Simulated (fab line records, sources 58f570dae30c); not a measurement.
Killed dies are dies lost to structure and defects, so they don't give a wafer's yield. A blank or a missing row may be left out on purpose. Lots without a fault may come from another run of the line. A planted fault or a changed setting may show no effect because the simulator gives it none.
Which tool did it? | flow berkeley_cmos170 | 15 lots, 45 wafers sampled, at 3 steps of a route of 331

WHAT THE GAUGES READ, wafer by wafer
UCB170_CONTACT_CD_MEAS_15: target cd 700 nm.
lot  | measured     | on        | cd_nm (nm)
L400 | day 7 07:52  | cd_sem-01 | 700.2 698.8 699.5
L402 | day 7 09:15  | cd_sem-02 | 701.1 701.0 701.5
L401 | day 7 09:25  | cd_sem-02 | 699.6 700.6 699.8
L403 | day 7 07:34  | cd_sem-02 | 698.0 698.7 697.8
L405 | day 8 14:38  | cd_sem-02 | 698.4 699.1 699.5
L406 | day 8 14:18  | cd_sem-02 | 701.1 701.4 702.2
L417 | day 10 15:53 | cd_sem-02 | 697.9 700.1 699.6
L418 | day 10 15:09 | cd_sem-01 | 699.7 700.2 699.6
L420 | day 11 05:37 | cd_sem-02 | 699.2 699.3 701.4
L421 | day 11 16:07 | cd_sem-02 | 700.1 700.0 700.0
L422 | day 11 15:21 | cd_sem-02 | 699.0 698.5 698.4
L423 | day 12 05:11 | cd_sem-01 | 701.7 699.7 700.2

UCB170_M2_OVL_MEAS_16.
lot  | measured     | on         | M2_OVL (nm)
L400 | day 7 19:03  | overlay-01 | -1 -5 -5
L402 | day 7 22:51  | overlay-02 | -11 -6 -6
L401 | day 7 22:36  | overlay-01 | 7 -2 1
L403 | day 7 18:54  | overlay-01 | -3 -12 -3
L405 | day 9 05:35  | overlay-01 | 2 0 -3
L406 | day 9 05:13  | overlay-02 | -5 -5 -4
L417 | day 11 05:10 | overlay-01 | 1 2 -2
L418 | day 11 03:18 | overlay-01 | 2 2 4
L420 | day 11 20:25 | overlay-01 | 0 1 -2
L421 | day 12 05:22 | overlay-01 | 0 5 -1
L422 | day 12 03:16 | overlay-02 | 4 6 -7
L423 | day 12 21:17 | overlay-01 | 6 8 0

WHICH TOOL RAN EACH LOT (tool, then ch and the chambers of the sampled wafers, then the start)
lot  | UCB170_PWELL_WET_ETCH_19
L400 | wet_bench-03 ch 0, day 3 03:47
L402 | wet_bench-03 ch 3, day 3 14:16
L401 | wet_bench-04 ch 0, day 3 15:11
L403 | wet_bench-04 ch 3, day 3 20:09
L405 | wet_bench-01 ch 3, day 4 09:23
L406 | wet_bench-04 ch 1, day 4 12:59
L408 | wet_bench-01 ch 2, day 5 01:07
L409 | wet_bench-03 ch 1, day 5 01:53
L410 | wet_bench-01 ch 2, day 5 10:42
L417 | wet_bench-03 ch 3, day 6 15:28
L418 | wet_bench-01 ch 1, day 6 16:11
L420 | wet_bench-01 ch 0, day 7 03:11
L421 | wet_bench-01 ch 3, day 7 15:16
L422 | wet_bench-04 ch 0, day 7 17:27
L423 | wet_bench-04 ch 1, day 8 06:28
- UCB170_PWELL_WET_ETCH_19: etches Si3N4 in H3PO4, time 14400 s.

WHAT THE TOOLS THEMSELVES READ (means of the sampled wafers that have a number; where no wafer has one, the mark that the record gives instead)
UCB170_PWELL_WET_ETCH_19.
lot  | tool         | bath_guard_temp_C (C) | bath_heat_duty_pct (%)
L400 | wet_bench-03 | 161.1                 | 29
L402 | wet_bench-03 | 160.3                 | 22
L401 | wet_bench-04 | 159.8                 | 30
L403 | wet_bench-04 | 159.2                 | 24
L405 | wet_bench-01 | 159.5                 | 21
L406 | wet_bench-04 | 160.4                 | 31
L408 | wet_bench-01 | -                     | -
L409 | wet_bench-03 | -                     | -
L410 | wet_bench-01 | -                     | -
L417 | wet_bench-03 | 160.2                 | 23
L418 | wet_bench-01 | 159.5                 | 27
L420 | wet_bench-01 | 160.8                 | 26
L421 | wet_bench-01 | 159.5                 | 23
L422 | wet_bench-04 | 159.9                 | 29
L423 | wet_bench-04 | 160.8                 | 29

THE ANSWER, worked out from the rows above alone
Rule: what is usual is taken from the lots themselves. Put in order of their means at a reading, lots are off if they are a third of the lots or fewer, leave a main group of 4 or more, and stand apart from it by a gap of 3 or more times the standard deviation of the main group's means; of several such gaps the widest counts. A main group whose means are all the same, to the digits that the tables above print for the reading, isn't used. A lot without any number at a reading at which 4 lots or more have one is off too. The other lots that the step has rows for count as sound. The gauges are gone through in route order, then the tools' own readings, and for those a lot's mean is taken as printed above. The first step at which some lot is off is used, and at that step the reading that is off furthest; a lot without a number counts as furthest.
Off: L408, L409, L410, at UCB170_PWELL_WET_ETCH_19 (bath_guard_temp_C). Without a number there: L408, L409, L410. The main group: mean 160.1 C, standard deviation 0.59.
A tool fits if, at that step or a process step before it, it ran every lot that is off, and no sound lot after the first of them. None of those tried fits.

WHAT THE SIMULATOR HAD PUT IN
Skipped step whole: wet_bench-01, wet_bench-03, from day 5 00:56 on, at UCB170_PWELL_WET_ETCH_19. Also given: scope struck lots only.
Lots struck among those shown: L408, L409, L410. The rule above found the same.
